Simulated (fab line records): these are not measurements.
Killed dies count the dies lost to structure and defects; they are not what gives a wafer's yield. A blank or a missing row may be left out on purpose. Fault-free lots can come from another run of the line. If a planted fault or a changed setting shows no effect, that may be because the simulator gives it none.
fab line records / flow berkeleyCmos170
record lots=15 wafers=45 lastDay=12
route steps=331 shown NSD@195
lots with no fault: from the same line, run without faults
startH: hours from the record's opening day to when the first of the lot's shown wafers began / waitH: how many hours have passed since the lot's step before this one / " unchanged from the row above / L1.1+2: a row that stands for several wafers / - either no value or no given start / * or withheld: withheld / < > ~ a bound
route shown NAME@n: a module of which the file shows steps, and the number in the route of the first / usual: mean/standard deviation of fault-free wafers / same: alike in all rows / chamber/n: place in a boat / sites: per-site readings / _std_site: standard deviation of those values / _edge_site: the outer-site mean with the inner-site mean subtracted / radiusMm: for every site, how far away it sits from the centre of the wafer / mask NAME#n: copy n / behind: the tool/chamber that last shaped the wafer / hold: cause of the lot's hold/its duration in hours/its outcome / device: transistor that didn't switch, given as n, p or np / end of line: the same wafers' tests at the end of the route / where a step has no rows: the recipe by itself / killed: not the wafer's yield, but the dies lost to structure and defects at the first sort / map: a wafer's dies, marking killed ones x, the rest . and places with no die _
set.NAME: the setting the step ran with; set.NAME@STEP: the setting that earlier step ran with / model.NAME: the simulator's own value behind a step, which no gauge read
the route's steps for a sample of lots (tables are steps, rows are wafers)
services: from which hour (startH, from the record's first day; less than 0 if before it) a tool's chamber was out of use, for how many hours, and why
## steps
# step UCB170_NSD_IMPLANT_08
# recipe species=P doseCm2=3e+15 energyKev=40 tiltDeg=7
# usual beamEnergyKeV=39.998/0.012 doseIonsCm2=3e+15/3.5e+12 faradayCurrentUA=9273/160
lot.wafer=L230.2 tool=implanter-04 chamber=0 startH=145.26 waitH=0.0 beamEnergyKeV=40.004 doseIonsCm2=2.997e+15 faradayCurrentUA=9424
lot.wafer=L230.4 tool=implanter-04 chamber=0 startH=145.26 waitH=0.0 beamEnergyKeV=39.985 doseIonsCm2=2.995e+15 faradayCurrentUA=9088
lot.wafer=L230.5 tool=implanter-04 chamber=0 startH=145.26 waitH=0.0 beamEnergyKeV=39.997 doseIonsCm2=2.993e+15 faradayCurrentUA=9112
lot.wafer=L228.2 tool=implanter-03 chamber=0 startH=146.23 waitH=0.0 beamEnergyKeV=39.996 doseIonsCm2=3.003e+15 faradayCurrentUA=9273
lot.wafer=L228.3 tool=implanter-03 chamber=0 startH=146.23 waitH=0.0 beamEnergyKeV=39.987 doseIonsCm2=3.003e+15 faradayCurrentUA=9275
lot.wafer=L228.5 tool=implanter-03 chamber=0 startH=146.23 waitH=0.0 beamEnergyKeV=39.980 doseIonsCm2=3.003e+15 faradayCurrentUA=9030
lot.wafer=L232.1 tool=implanter-04 chamber=0 startH=171.91 waitH=0.0 beamEnergyKeV=39.983 doseIonsCm2=2.998e+15 faradayCurrentUA=9402
lot.wafer=L232.2 tool=implanter-04 chamber=0 startH=171.91 waitH=0.0 beamEnergyKeV=39.993 doseIonsCm2=3.005e+15 faradayCurrentUA=9430
lot.wafer=L232.3 tool=implanter-04 chamber=0 startH=171.91 waitH=0.0 beamEnergyKeV=39.997 doseIonsCm2=3.007e+15 faradayCurrentUA=9296
lot.wafer=L233.1 tool=implanter-03 chamber=0 startH=172.11 waitH=0.0 beamEnergyKeV=39.991 doseIonsCm2=2.996e+15 faradayCurrentUA=9332
lot.wafer=L233.3 tool=implanter-03 chamber=0 startH=172.11 waitH=0.0 beamEnergyKeV=40.003 doseIonsCm2=2.995e+15 faradayCurrentUA=9349
lot.wafer=L233.5 tool=implanter-03 chamber=0 startH=172.11 waitH=0.0 beamEnergyKeV=40.000 doseIonsCm2=2.994e+15 faradayCurrentUA=9350
lot.wafer=L234.1 tool=implanter-03 chamber=0 startH=183.86 waitH=0.0 beamEnergyKeV=39.988 doseIonsCm2=3.001e+15 faradayCurrentUA=9570
lot.wafer=L234.4 tool=implanter-03 chamber=0 startH=183.86 waitH=0.0 beamEnergyKeV=39.986 doseIonsCm2=2.999e+15 faradayCurrentUA=9245
lot.wafer=L234.6 tool=implanter-03 chamber=0 startH=183.86 waitH=0.0 beamEnergyKeV=40.001 doseIonsCm2=3e+15 faradayCurrentUA=9005
lot.wafer=L236.2 tool=implanter-04 chamber=0 startH=184.03 waitH=0.0 beamEnergyKeV=40.006 doseIonsCm2=2.996e+15 faradayCurrentUA=9247
lot.wafer=L236.3 tool=implanter-04 chamber=0 startH=184.03 waitH=0.0 beamEnergyKeV=39.991 doseIonsCm2=3.003e+15 faradayCurrentUA=9192
lot.wafer=L236.5 tool=implanter-04 chamber=0 startH=184.03 waitH=0.0 beamEnergyKeV=39.989 doseIonsCm2=2.999e+15 faradayCurrentUA=9153
lot.wafer=L235.1 tool=implanter-02 chamber=0 startH=184.13 waitH=0.0 beamEnergyKeV=40.004 doseIonsCm2=3.004e+15 faradayCurrentUA=9348
lot.wafer=L235.2 tool=implanter-02 chamber=0 startH=184.13 waitH=0.0 beamEnergyKeV=39.999 doseIonsCm2=3.003e+15 faradayCurrentUA=8960
lot.wafer=L235.4 tool=implanter-02 chamber=0 startH=184.13 waitH=0.0 beamEnergyKeV=39.990 doseIonsCm2=3.003e+15 faradayCurrentUA=9300
lot.wafer=L237.3 tool=implanter-02 chamber=0 startH=209.90 waitH=0.1 beamEnergyKeV=39.986 doseIonsCm2=3.001e+15 faradayCurrentUA=9391
lot.wafer=L237.4 tool=implanter-02 chamber=0 startH=209.90 waitH=0.1 beamEnergyKeV=39.989 doseIonsCm2=2.999e+15 faradayCurrentUA=9325
lot.wafer=L237.6 tool=implanter-02 chamber=0 startH=209.90 waitH=0.1 beamEnergyKeV=39.999 doseIonsCm2=3.002e+15 faradayCurrentUA=9256
lot.wafer=L239.1 tool=implanter-03 chamber=0 startH=210.59 waitH=0.1 beamEnergyKeV=40.013 doseIonsCm2=2.998e+15 faradayCurrentUA=9375
lot.wafer=L239.5 tool=implanter-03 chamber=0 startH=210.59 waitH=0.1 beamEnergyKeV=40.020 doseIonsCm2=2.999e+15 faradayCurrentUA=9298
lot.wafer=L239.6 tool=implanter-03 chamber=0 startH=210.59 waitH=0.1 beamEnergyKeV=40.016 doseIonsCm2=2.999e+15 faradayCurrentUA=9045
lot.wafer=L243.1 tool=implanter-02 chamber=0 startH=211.03 waitH=0.0 beamEnergyKeV=40.004 doseIonsCm2=2.848e+15 faradayCurrentUA=8879
lot.wafer=L243.2 tool=implanter-02 chamber=0 startH=211.03 waitH=0.0 beamEnergyKeV=39.978 doseIonsCm2=2.853e+15 faradayCurrentUA=8739
lot.wafer=L243.4 tool=implanter-02 chamber=0 startH=211.03 waitH=0.0 beamEnergyKeV=39.981 doseIonsCm2=2.846e+15 faradayCurrentUA=8798
lot.wafer=L246.1 tool=implanter-02 chamber=0 startH=220.60 waitH=0.0 beamEnergyKeV=39.984 doseIonsCm2=2.85e+15 faradayCurrentUA=8583
lot.wafer=L246.4 tool=implanter-02 chamber=0 startH=220.60 waitH=0.0 beamEnergyKeV=40.004 doseIonsCm2=2.855e+15 faradayCurrentUA=8506
lot.wafer=L246.6 tool=implanter-02 chamber=0 startH=220.60 waitH=0.0 beamEnergyKeV=40.007 doseIonsCm2=2.849e+15 faradayCurrentUA=8966
lot.wafer=L244.2 tool=implanter-03 chamber=0 startH=220.90 waitH=0.0 beamEnergyKeV=40.005 doseIonsCm2=2.998e+15 faradayCurrentUA=9165
lot.wafer=L244.5 tool=implanter-03 chamber=0 startH=220.90 waitH=0.0 beamEnergyKeV=40.010 doseIonsCm2=2.995e+15 faradayCurrentUA=9283
lot.wafer=L244.6 tool=implanter-03 chamber=0 startH=220.90 waitH=0.0 beamEnergyKeV=40.014 doseIonsCm2=2.998e+15 faradayCurrentUA=9520
lot.wafer=L245.3 tool=implanter-02 chamber=0 startH=221.05 waitH=0.1 beamEnergyKeV=39.998 doseIonsCm2=2.855e+15 faradayCurrentUA=8778
lot.wafer=L245.5 tool=implanter-02 chamber=0 startH=221.05 waitH=0.1 beamEnergyKeV=40.007 doseIonsCm2=2.847e+15 faradayCurrentUA=8745
lot.wafer=L245.6 tool=implanter-02 chamber=0 startH=221.05 waitH=0.1 beamEnergyKeV=39.995 doseIonsCm2=2.854e+15 faradayCurrentUA=8717
lot.wafer=L248.2 tool=implanter-03 chamber=0 startH=249.30 waitH=0.0 beamEnergyKeV=39.996 doseIonsCm2=2.995e+15 faradayCurrentUA=9077
lot.wafer=L248.3 tool=implanter-03 chamber=0 startH=249.30 waitH=0.0 beamEnergyKeV=39.982 doseIonsCm2=2.999e+15 faradayCurrentUA=9042
lot.wafer=L248.6 tool=implanter-03 chamber=0 startH=249.30 waitH=0.0 beamEnergyKeV=39.982 doseIonsCm2=2.996e+15 faradayCurrentUA=9475
lot.wafer=L249.1 tool=implanter-04 chamber=0 startH=249.36 waitH=0.0 beamEnergyKeV=40.013 doseIonsCm2=2.997e+15 faradayCurrentUA=9351
lot.wafer=L249.4 tool=implanter-04 chamber=0 startH=249.36 waitH=0.0 beamEnergyKeV=40.003 doseIonsCm2=2.999e+15 faradayCurrentUA=9056
lot.wafer=L249.5 tool=implanter-04 chamber=0 startH=249.36 waitH=0.0 beamEnergyKeV=40.010 doseIonsCm2=2.996e+15 faradayCurrentUA=9289
# step UCB170_NSD_STRIP_09
# recipe chemistry=O2 powerW=400 pressureMtorr=3500 platenTempC=withheld o2FlowSccm=400 overashFraction=0.5
# usual chamberPressureMTorr=3501/5.2 drypumpMotorCurrentA=5.8/0.36 oesProductAu=0.534/0.0046 stripTimeToEndpointS=35.79/0.071
lot.wafer=L230.2 tool=plasmaAsher-02 chamber=1 startH=145.38 waitH=0.1 chamberPressureMTorr=3504 drypumpMotorCurrentA=6.2 oesProductAu=0.539 rfHoursCounterH=32 stripTimeToEndpointS=35.80
lot.wafer=L230.4 tool=plasmaAsher-02 chamber=1 startH=145.38 waitH=0.1 chamberPressureMTorr=3505 drypumpMotorCurrentA=6.2 oesProductAu=0.534 rfHoursCounterH=- stripTimeToEndpointS=35.77
lot.wafer=L230.5 tool=plasmaAsher-02 chamber=1 startH=145.38 waitH=0.1 chamberPressureMTorr=3493 drypumpMotorCurrentA=6.2 oesProductAu=0.533 rfHoursCounterH=- stripTimeToEndpointS=35.72
lot.wafer=L228.2 tool=plasmaAsher-02 chamber=0 startH=146.35 waitH=0.1 chamberPressureMTorr=3502 drypumpMotorCurrentA=5.5 oesProductAu=0.538 rfHoursCounterH=32 stripTimeToEndpointS=35.78
lot.wafer=L228.3 tool=plasmaAsher-02 chamber=0 startH=146.35 waitH=0.1 chamberPressureMTorr=3502 drypumpMotorCurrentA=5.5 oesProductAu=0.526 rfHoursCounterH=- stripTimeToEndpointS=35.77
lot.wafer=L228.5 tool=plasmaAsher-02 chamber=0 startH=146.35 waitH=0.1 chamberPressureMTorr=3499 drypumpMotorCurrentA=5.5 oesProductAu=0.534 rfHoursCounterH=- stripTimeToEndpointS=35.71
lot.wafer=L232.1 tool=plasmaAsher-04 chamber=1 startH=172.06 waitH=0.1 chamberPressureMTorr=3503 drypumpMotorCurrentA=5.2 oesProductAu=0.541 rfHoursCounterH=49 stripTimeToEndpointS=35.81
lot.wafer=L232.2 tool=plasmaAsher-04 chamber=0 startH=172.06 waitH=0.1 chamberPressureMTorr=3506 drypumpMotorCurrentA=6.2 oesProductAu=0.539 rfHoursCounterH=49 stripTimeToEndpointS=35.73
lot.wafer=L232.3 tool=plasmaAsher-04 chamber=1 startH=172.06 waitH=0.1 chamberPressureMTorr=3505 drypumpMotorCurrentA=5.2 oesProductAu=0.539 rfHoursCounterH=- stripTimeToEndpointS=35.74
lot.wafer=L233.1 tool=plasmaAsher-02 chamber=0 startH=172.26 waitH=0.1 chamberPressureMTorr=3504 drypumpMotorCurrentA=5.5 oesProductAu=0.534 rfHoursCounterH=35 stripTimeToEndpointS=35.85
lot.wafer=L233.3 tool=plasmaAsher-02 chamber=0 startH=172.26 waitH=0.1 chamberPressureMTorr=3504 drypumpMotorCurrentA=5.5 oesProductAu=0.539 rfHoursCounterH=- stripTimeToEndpointS=35.76
lot.wafer=L233.5 tool=plasmaAsher-02 chamber=1 startH=172.26 waitH=0.1 chamberPressureMTorr=3501 drypumpMotorCurrentA=6.2 oesProductAu=0.531 rfHoursCounterH=- stripTimeToEndpointS=35.74
lot.wafer=L234.1 tool=plasmaAsher-04 chamber=0 startH=184.01 waitH=0.1 chamberPressureMTorr=3502 drypumpMotorCurrentA=6.2 oesProductAu=0.533 rfHoursCounterH=50 stripTimeToEndpointS=35.78
lot.wafer=L234.4 tool=plasmaAsher-04 chamber=0 startH=184.01 waitH=0.1 chamberPressureMTorr=3505 drypumpMotorCurrentA=6.2 oesProductAu=0.533 rfHoursCounterH=- stripTimeToEndpointS=35.85
lot.wafer=L234.6 tool=plasmaAsher-04 chamber=1 startH=184.01 waitH=0.1 chamberPressureMTorr=3497 drypumpMotorCurrentA=5.2 oesProductAu=0.538 rfHoursCounterH=- stripTimeToEndpointS=35.73
lot.wafer=L236.2 tool=plasmaAsher-02 chamber=0 startH=184.15 waitH=0.1 chamberPressureMTorr=3497 drypumpMotorCurrentA=5.5 oesProductAu=0.535 rfHoursCounterH=37 stripTimeToEndpointS=35.86
lot.wafer=L236.3 tool=plasmaAsher-02 chamber=0 startH=184.15 waitH=0.1 chamberPressureMTorr=3499 drypumpMotorCurrentA=5.5 oesProductAu=0.535 rfHoursCounterH=- stripTimeToEndpointS=35.82
lot.wafer=L236.5 tool=plasmaAsher-02 chamber=0 startH=184.15 waitH=0.1 chamberPressureMTorr=3501 drypumpMotorCurrentA=5.5 oesProductAu=0.532 rfHoursCounterH=- stripTimeToEndpointS=35.89
lot.wafer=L235.1 tool=plasmaAsher-04 chamber=1 startH=184.28 waitH=0.1 chamberPressureMTorr=3500 drypumpMotorCurrentA=5.2 oesProductAu=0.533 rfHoursCounterH=50 stripTimeToEndpointS=35.71
lot.wafer=L235.2 tool=plasmaAsher-04 chamber=0 startH=184.28 waitH=0.1 chamberPressureMTorr=3500 drypumpMotorCurrentA=6.1 oesProductAu=0.534 rfHoursCounterH=50 stripTimeToEndpointS=35.73
lot.wafer=L235.4 tool=plasmaAsher-04 chamber=1 startH=184.28 waitH=0.1 chamberPressureMTorr=3505 drypumpMotorCurrentA=5.2 oesProductAu=0.534 rfHoursCounterH=- stripTimeToEndpointS=35.76
lot.wafer=L237.3 tool=plasmaAsher-02 chamber=0 startH=210.03 waitH=0.1 chamberPressureMTorr=3501 drypumpMotorCurrentA=5.5 oesProductAu=0.537 rfHoursCounterH=- stripTimeToEndpointS=35.84
lot.wafer=L237.4 tool=plasmaAsher-02 chamber=1 startH=210.03 waitH=0.1 chamberPressureMTorr=3504 drypumpMotorCurrentA=6.2 oesProductAu=0.532 rfHoursCounterH=- stripTimeToEndpointS=35.85
lot.wafer=L237.6 tool=plasmaAsher-02 chamber=0 startH=210.03 waitH=0.1 chamberPressureMTorr=3502 drypumpMotorCurrentA=5.5 oesProductAu=0.532 rfHoursCounterH=- stripTimeToEndpointS=35.81
lot.wafer=L239.1 tool=plasmaAsher-04 chamber=1 startH=210.74 waitH=0.1 chamberPressureMTorr=3497 drypumpMotorCurrentA=5.3 oesProductAu=0.532 rfHoursCounterH=53 stripTimeToEndpointS=35.78
lot.wafer=L239.5 tool=plasmaAsher-04 chamber=1 startH=210.74 waitH=0.1 chamberPressureMTorr=3498 drypumpMotorCurrentA=5.3 oesProductAu=0.531 rfHoursCounterH=- stripTimeToEndpointS=35.84
lot.wafer=L239.6 tool=plasmaAsher-04 chamber=0 startH=210.74 waitH=0.1 chamberPressureMTorr=3505 drypumpMotorCurrentA=6.2 oesProductAu=0.539 rfHoursCounterH=- stripTimeToEndpointS=35.78
lot.wafer=L243.1 tool=plasmaAsher-01 chamber=1 startH=211.18 waitH=0.1 chamberPressureMTorr=3503 drypumpMotorCurrentA=5.5 oesProductAu=0.543 rfHoursCounterH=50 stripTimeToEndpointS=35.28
lot.wafer=L243.2 tool=plasmaAsher-01 chamber=0 startH=211.18 waitH=0.1 chamberPressureMTorr=3500 drypumpMotorCurrentA=6.0 oesProductAu=0.535 rfHoursCounterH=50 stripTimeToEndpointS=35.25
lot.wafer=L243.4 tool=plasmaAsher-01 chamber=0 startH=211.18 waitH=0.1 chamberPressureMTorr=3496 drypumpMotorCurrentA=6.0 oesProductAu=0.534 rfHoursCounterH=- stripTimeToEndpointS=35.21
lot.wafer=L246.1 tool=plasmaAsher-02 chamber=0 startH=220.75 waitH=0.1 chamberPressureMTorr=3494 drypumpMotorCurrentA=5.5 oesProductAu=0.542 rfHoursCounterH=42 stripTimeToEndpointS=35.38
lot.wafer=L246.4 tool=plasmaAsher-02 chamber=1 startH=220.75 waitH=0.1 chamberPressureMTorr=3493 drypumpMotorCurrentA=6.2 oesProductAu=0.541 rfHoursCounterH=- stripTimeToEndpointS=35.41
lot.wafer=L246.6 tool=plasmaAsher-02 chamber=1 startH=220.75 waitH=0.1 chamberPressureMTorr=3506 drypumpMotorCurrentA=6.2 oesProductAu=0.548 rfHoursCounterH=- stripTimeToEndpointS=35.38
lot.wafer=L244.2 tool=plasmaAsher-04 chamber=1 startH=221.03 waitH=0.1 chamberPressureMTorr=3502 drypumpMotorCurrentA=5.3 oesProductAu=0.532 rfHoursCounterH=55 stripTimeToEndpointS=35.78
lot.wafer=L244.5 tool=plasmaAsher-04 chamber=0 startH=221.03 waitH=0.1 chamberPressureMTorr=3505 drypumpMotorCurrentA=6.2 oesProductAu=0.536 rfHoursCounterH=- stripTimeToEndpointS=35.90
lot.wafer=L244.6 tool=plasmaAsher-04 chamber=1 startH=221.03 waitH=0.1 chamberPressureMTorr=3498 drypumpMotorCurrentA=5.3 oesProductAu=0.531 rfHoursCounterH=- stripTimeToEndpointS=35.84
lot.wafer=L245.3 tool=plasmaAsher-01 chamber=1 startH=221.18 waitH=0.1 chamberPressureMTorr=3497 drypumpMotorCurrentA=5.5 oesProductAu=0.533 rfHoursCounterH=- stripTimeToEndpointS=35.27
lot.wafer=L245.5 tool=plasmaAsher-01 chamber=1 startH=221.18 waitH=0.1 chamberPressureMTorr=3496 drypumpMotorCurrentA=5.5 oesProductAu=0.530 rfHoursCounterH=- stripTimeToEndpointS=35.26
lot.wafer=L245.6 tool=plasmaAsher-01 chamber=0 startH=221.18 waitH=0.1 chamberPressureMTorr=3501 drypumpMotorCurrentA=6.0 oesProductAu=0.530 rfHoursCounterH=- stripTimeToEndpointS=35.24
lot.wafer=L248.2 tool=plasmaAsher-01 chamber=1 startH=249.43 waitH=0.1 chamberPressureMTorr=3498 drypumpMotorCurrentA=5.5 oesProductAu=0.537 rfHoursCounterH=54 stripTimeToEndpointS=35.88
lot.wafer=L248.3 tool=plasmaAsher-01 chamber=1 startH=249.43 waitH=0.1 chamberPressureMTorr=3497 drypumpMotorCurrentA=5.5 oesProductAu=0.530 rfHoursCounterH=- stripTimeToEndpointS=35.93
lot.wafer=L248.6 tool=plasmaAsher-01 chamber=0 startH=249.43 waitH=0.1 chamberPressureMTorr=3496 drypumpMotorCurrentA=6.0 oesProductAu=0.534 rfHoursCounterH=- stripTimeToEndpointS=35.86
lot.wafer=L249.1 tool=plasmaAsher-02 chamber=0 startH=249.51 waitH=0.1 chamberPressureMTorr=3499 drypumpMotorCurrentA=5.5 oesProductAu=0.536 rfHoursCounterH=45 stripTimeToEndpointS=35.70
lot.wafer=L249.4 tool=plasmaAsher-02 chamber=1 startH=249.51 waitH=0.1 chamberPressureMTorr=3506 drypumpMotorCurrentA=6.2 oesProductAu=0.536 rfHoursCounterH=- stripTimeToEndpointS=35.69
lot.wafer=L249.5 tool=plasmaAsher-02 chamber=0 startH=249.51 waitH=0.1 chamberPressureMTorr=3499 drypumpMotorCurrentA=5.5 oesProductAu=0.535 rfHoursCounterH=- stripTimeToEndpointS=35.74
# step UCB170_SDANNEAL_RS_MEAS_03
# recipe thkMeasGauge=four-point-probe
# usual NSD_RS=37.27/0.073
lot.wafer=L230.2 tool=filmMetro-03 chamber=- startH=147.04 waitH=0.1 NSD_RS[ohm/sq]=37.34
lot.wafer=L230.4 tool=filmMetro-03 chamber=- startH=147.04 waitH=0.1 NSD_RS[ohm/sq]=37.38
lot.wafer=L230.5 tool=filmMetro-03 chamber=- startH=147.04 waitH=0.1 NSD_RS[ohm/sq]=37.45
lot.wafer=L228.2 tool=filmMetro-03 chamber=- startH=147.69 waitH=0.1 NSD_RS[ohm/sq]=37.43
lot.wafer=L228.3 tool=filmMetro-03 chamber=- startH=147.69 waitH=0.1 NSD_RS[ohm/sq]=37.33
lot.wafer=L228.5 tool=filmMetro-03 chamber=- startH=147.69 waitH=0.1 NSD_RS[ohm/sq]=37.26
lot.wafer=L232.1 tool=filmMetro-03 chamber=- startH=173.79 waitH=0.1 NSD_RS[ohm/sq]=37.46
lot.wafer=L232.2 tool=filmMetro-03 chamber=- startH=173.79 waitH=0.1 NSD_RS[ohm/sq]=37.36
lot.wafer=L232.3 tool=filmMetro-03 chamber=- startH=173.79 waitH=0.1 NSD_RS[ohm/sq]=37.41
lot.wafer=L233.1 tool=filmMetro-04 chamber=- startH=173.79 waitH=0.1 NSD_RS[ohm/sq]=37.31
lot.wafer=L233.3 tool=filmMetro-04 chamber=- startH=173.79 waitH=0.1 NSD_RS[ohm/sq]=37.27
lot.wafer=L233.5 tool=filmMetro-04 chamber=- startH=173.79 waitH=0.1 NSD_RS[ohm/sq]=37.20
lot.wafer=L234.1 tool=filmMetro-04 chamber=- startH=185.58 waitH=0.1 NSD_RS[ohm/sq]=37.30
lot.wafer=L234.4 tool=filmMetro-04 chamber=- startH=185.58 waitH=0.1 NSD_RS[ohm/sq]=37.26
lot.wafer=L234.6 tool=filmMetro-04 chamber=- startH=185.58 waitH=0.1 NSD_RS[ohm/sq]=37.29
lot.wafer=L236.2 tool=filmMetro-02 chamber=- startH=185.88 waitH=0.1 NSD_RS[ohm/sq]=37.19
lot.wafer=L236.3 tool=filmMetro-02 chamber=- startH=185.88 waitH=0.1 NSD_RS[ohm/sq]=37.17
lot.wafer=L236.5 tool=filmMetro-02 chamber=- startH=185.88 waitH=0.1 NSD_RS[ohm/sq]=37.19
lot.wafer=L235.1 tool=filmMetro-04 chamber=- startH=186.06 waitH=0.1 NSD_RS[ohm/sq]=37.34
lot.wafer=L235.2 tool=filmMetro-04 chamber=- startH=186.06 waitH=0.1 NSD_RS[ohm/sq]=37.22
lot.wafer=L235.4 tool=filmMetro-04 chamber=- startH=186.06 waitH=0.1 NSD_RS[ohm/sq]=37.31
lot.wafer=L237.3 tool=filmMetro-02 chamber=- startH=211.75 waitH=0.1 NSD_RS[ohm/sq]=37.24
lot.wafer=L237.4 tool=filmMetro-02 chamber=- startH=211.75 waitH=0.1 NSD_RS[ohm/sq]=37.15
lot.wafer=L237.6 tool=filmMetro-02 chamber=- startH=211.75 waitH=0.1 NSD_RS[ohm/sq]=37.27
lot.wafer=L239.1 tool=filmMetro-04 chamber=- startH=212.37 waitH=0.1 NSD_RS[ohm/sq]=37.34
lot.wafer=L239.5 tool=filmMetro-04 chamber=- startH=212.37 waitH=0.1 NSD_RS[ohm/sq]=37.21
lot.wafer=L239.6 tool=filmMetro-04 chamber=- startH=212.37 waitH=0.1 NSD_RS[ohm/sq]=37.27
lot.wafer=L243.1 tool=filmMetro-02 chamber=- startH=212.73 waitH=0.1 NSD_RS[ohm/sq]=38.10
lot.wafer=L243.2 tool=filmMetro-02 chamber=- startH=212.73 waitH=0.1 NSD_RS[ohm/sq]=38.14
lot.wafer=L243.4 tool=filmMetro-02 chamber=- startH=212.73 waitH=0.1 NSD_RS[ohm/sq]=38.21
lot.wafer=L246.1 tool=filmMetro-03 chamber=- startH=224.44 waitH=0.1 NSD_RS[ohm/sq]=38.27
lot.wafer=L246.4 tool=filmMetro-03 chamber=- startH=224.44 waitH=0.1 NSD_RS[ohm/sq]=38.23
lot.wafer=L246.6 tool=filmMetro-03 chamber=- startH=224.44 waitH=0.1 NSD_RS[ohm/sq]=38.24
lot.wafer=L245.3 tool=filmMetro-04 chamber=- startH=224.48 waitH=0.1 NSD_RS[ohm/sq]=38.09
lot.wafer=L245.5 tool=filmMetro-04 chamber=- startH=224.48 waitH=0.1 NSD_RS[ohm/sq]=38.10
lot.wafer=L245.6 tool=filmMetro-04 chamber=- startH=224.48 waitH=0.1 NSD_RS[ohm/sq]=38.12
lot.wafer=L244.2 tool=filmMetro-02 chamber=- startH=224.58 waitH=0.1 NSD_RS[ohm/sq]=37.26
lot.wafer=L244.5 tool=filmMetro-02 chamber=- startH=224.58 waitH=0.1 NSD_RS[ohm/sq]=37.18
lot.wafer=L244.6 tool=filmMetro-02 chamber=- startH=224.58 waitH=0.1 NSD_RS[ohm/sq]=37.23
lot.wafer=L248.2 tool=filmMetro-02 chamber=- startH=250.82 waitH=0.1 NSD_RS[ohm/sq]=37.29
lot.wafer=L248.3 tool=filmMetro-02 chamber=- startH=250.82 waitH=0.1 NSD_RS[ohm/sq]=37.23
lot.wafer=L248.6 tool=filmMetro-02 chamber=- startH=250.82 waitH=0.1 NSD_RS[ohm/sq]=37.18
lot.wafer=L249.1 tool=filmMetro-03 chamber=- startH=250.96 waitH=0.1 NSD_RS[ohm/sq]=37.28
lot.wafer=L249.4 tool=filmMetro-03 chamber=- startH=250.96 waitH=0.1 NSD_RS[ohm/sq]=37.36
lot.wafer=L249.5 tool=filmMetro-03 chamber=- startH=250.96 waitH=0.1 NSD_RS[ohm/sq]=37.39
## services
tool=plasmaAsher-01 chamber=- startH=161.52 hours=28.1 kind=pm
tool=implanter-02 chamber=- startH=190.64 hours=6.3 kind=repair
tool=implanter-04 chamber=- startH=210.19 hours=31.6 kind=pm
tool=implanter-04 chamber=- startH=241.83 hours=1.7 kind=pm
tool=plasmaAsher-04 chamber=- startH=247.33 hours=1.2 kind=repair
## key
firstSign step=UCB170_NSD_IMPLANT_08 reading=doseIonsCm2 direction=down sigmas=43 usual=3e+15 struck=2.851e+15
effect step=UCB170_NSD_IMPLANT_08 reading=faradayCurrentUA direction=down sigmas=3.3 usual=9273 struck=8746
effect step=UCB170_NSD_STRIP_09 reading=stripTimeToEndpointS direction=down sigmas=6.9 usual=* struck=*
effect step=UCB170_SDANNEAL_RS_MEAS_03 reading=NSD_RS direction=up sigmas=12 usual=37.27 struck=38.17
metAt UCB170_NSD_IMPLANT_08
struckLots L243,L245,L246
testerLeftOut L243,L245,L246
onsetBetween 209.90 211.03
fault kind=processParameterDrift tool=implanter-02 chamber=- onsetH=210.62 steps=UCB170_NSD_IMPLANT_08 channel=doseCm2 offset=-1.5e+14 shape=step endH=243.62 actsIn=theseRecipesOnly stated=3e+15
# testerLeftOut: of these lots the tester's yield and bins aren't shown, on N5 and GAA mostly nor the transistor test; their killed dies are dies lost to structure and defects alone, not to doping, threshold or leakage, so they don't give the yield
